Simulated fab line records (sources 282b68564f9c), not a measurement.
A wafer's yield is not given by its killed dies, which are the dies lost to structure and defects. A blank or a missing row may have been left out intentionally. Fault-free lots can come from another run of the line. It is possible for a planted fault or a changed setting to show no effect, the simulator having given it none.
A struck lot beside a sound one + flow rit_cmos + 22 steps out of a route of 202
Sound: these wafers, L945.1, L945.2, L945.3. Struck: wafers L957.1, L957.3, L957.6. The cause is named last.
Order at every step that has rows: each side's tool, ch and its chambers, its first start. Under that, the readings that differ: sound wafers + struck wafers + difference of the means + sigmas: that difference in standard deviations of wafers without a fault.
alike: words and numbers the same on both sides, and readings whose means are apart by under 2 such deviations; not compared: readings that were withheld, readings missing a value for some wafer, numbers with overlapping values and no deviation given by the record, and bounds like >300 which may hide the same value.
Wherever a step has rows on one side only, a row that says differs or no value, or a row with sigmas, the two part there. Numbers that don't overlap but have no deviation are shown without sigmas and don't part them. A reading missing from all wafers of one side parts the sides only when that side holds two or more wafers.

first, 4 steps without rows for these wafers: RIT_GATE_CLEAN_01 (cleans in SC1, time 600 s); RIT_GATE_CLEAN_02 (cleans in dHF, time 30 s); RIT_GATE_CLEAN_03 (cleans in SC2, time 600 s); RIT_GATE_CLEAN_04 (cleans in dHF, time 60 s).
RIT_FOX2_THK_MEAS_91:
  sound on film_metro-02 at day 3 01:38; struck on film_metro-01 at day 5 18:04
  alike: FIELD_OXIDE_LEFT_2_THK
then, 2 steps without rows for these wafers: RIT_GATE_OXIDATION_05 (target thk 3 nm, ox time 270 s); RIT_GATE_ANNEAL_06 (time 600 s).
RIT_GATE_THK_MEAS_07:
  sound on film_metro-01 at day 3 03:01; struck on film_metro-02 at day 5 21:32
  alike: GATE_OXIDE_THK
then, 1 step without rows for these wafers: RIT_GATE_CVD_08 (deposits poly-Si from SiH4, target thk 250 nm, time 2220 s).
RIT_GATE_THK_MEAS_09:
  sound on film_metro-01 at day 3 06:35; struck on film_metro-01 at day 5 23:39
  alike: GATE_POLY_THK
then, 2 steps without rows for these wafers: RIT_GATE_HMDS_10 (prime time 60 s); RIT_GATE_COAT_11 (resist thk 850 nm).
RIT_GATE_SOFTBAKE_12: time 60 s.
  sound on litho_track-04 ch 0, day 3 06:57; struck on litho_track-04 ch 0, day 6 00:15
| reading                  | sound             | struck            | difference | sigmas      |
|--------------------------|-------------------|-------------------|------------|-------------|
| heater_power_total_W (W) | 34.55 34.57 34.61 | 47.10 46.91 47.12 | +12.47     | +99 or more |
| run_length_s (s)         | 88.98 88.98 88.97 | 47.99 48.24 48.19 | -40.84     | -99 or more |
then, 2 steps without rows for these wafers: RIT_GATE_EXPOSE_13 (exposes mask M6, target cd 150 nm); RIT_GATE_PEB_14.
RIT_GATE_DEVELOP_15: develop time 50 s.
  sound on litho_track-04 ch 0; struck on litho_track-01 ch 0
| reading                                   | sound             | struck            | difference | sigmas |
|-------------------------------------------|-------------------|-------------------|------------|--------|
| model.NOVOLAK_of_GATE_COAT_11.thk_nm (nm) | 850.2 847.4 848.8 | 877.8 880.9 877.4 | +29.9      |        |
RIT_GATE_CD_MEAS_16: target cd 150 nm.
  sound on cd_sem-02 at day 3 07:37; struck on cd_sem-01 at day 6 00:56
  alike: cd_nm
RIT_GATE_OVL_MEAS_17:
  sound on overlay-02 at day 3 07:44; struck on overlay-01 at day 6 01:03
  alike: GATE_OVL
then, 1 step without rows for these wafers: RIT_GATE_HARDBAKE_18 (time 60 s).
RIT_GATE_ETCH_19: etches poly-Si in SF6/CHF3/O2, stops on SiO2, time 165 s, target depth 312.5 nm.
  sound on rie_si-02 ch 0,1,3, day 3 07:55; struck on rie_si-02 ch 0,2, day 6 01:14
| reading               | sound             | struck            | difference | sigmas |
|-----------------------|-------------------|-------------------|------------|--------|
| model.GATE.cd_nm (nm) | 150.7 151.7 149.4 | 147.3 147.5 145.6 | -3.8       |        |
  alike: O2_flow_sccm, SF6_flow_sccm, drypump_motor_current_A, he_backside_leak_sccm, oes_product_au, throttle_valve_pct
  not compared: rf_hours_counter_h
RIT_GATE_STRIP_20: strips in O2, time 180 s.
  sound on plasma_asher-01 ch 0,1, day 3 08:02; struck on plasma_asher-03 ch 0,1, day 6 01:20
  alike: drypump_motor_current_A, o2_flow_sccm
  not compared: rf_hours_counter_h
RIT_M1_PROBE_99:
  sound on prober-02 at day 4 07:19; struck on prober-01 at day 6 23:43
| reading                              | sound             | struck            | difference | sigmas |
|--------------------------------------|-------------------|-------------------|------------|--------|
| model.etest.ppoly_line.line_ohm_um   | 157.8 154.8 159.3 | 167 169.8 167.7   | +11        |        |
| model.etest.ppoly_line.width_nm (nm) | 103.2 104.4 102.4 | 101.5 101.3 100.2 | -2.3       |        |
| model.etest.npoly_line.width_nm (nm) | 102.5 103.6 101.9 | 101.1 100.5 99.17 | -2.4       |        |
  alike: killed_at_contacts, killed_at_front_end, killed_dies, killed_on_rim, killed_open, killed_short

== WHERE THEY PART ==
RIT_GATE_SOFTBAKE_12 only, going by this record. Later steps at which nothing parts them and some readings are alike: RIT_GATE_CD_MEAS_16, RIT_GATE_OVL_MEAS_17, RIT_GATE_ETCH_19, RIT_GATE_STRIP_20, RIT_M1_PROBE_99.

WHY: the cause the simulator had injected
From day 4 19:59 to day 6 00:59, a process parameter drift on litho_track-04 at RIT_GATE_SOFTBAKE_12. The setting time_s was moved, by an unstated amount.
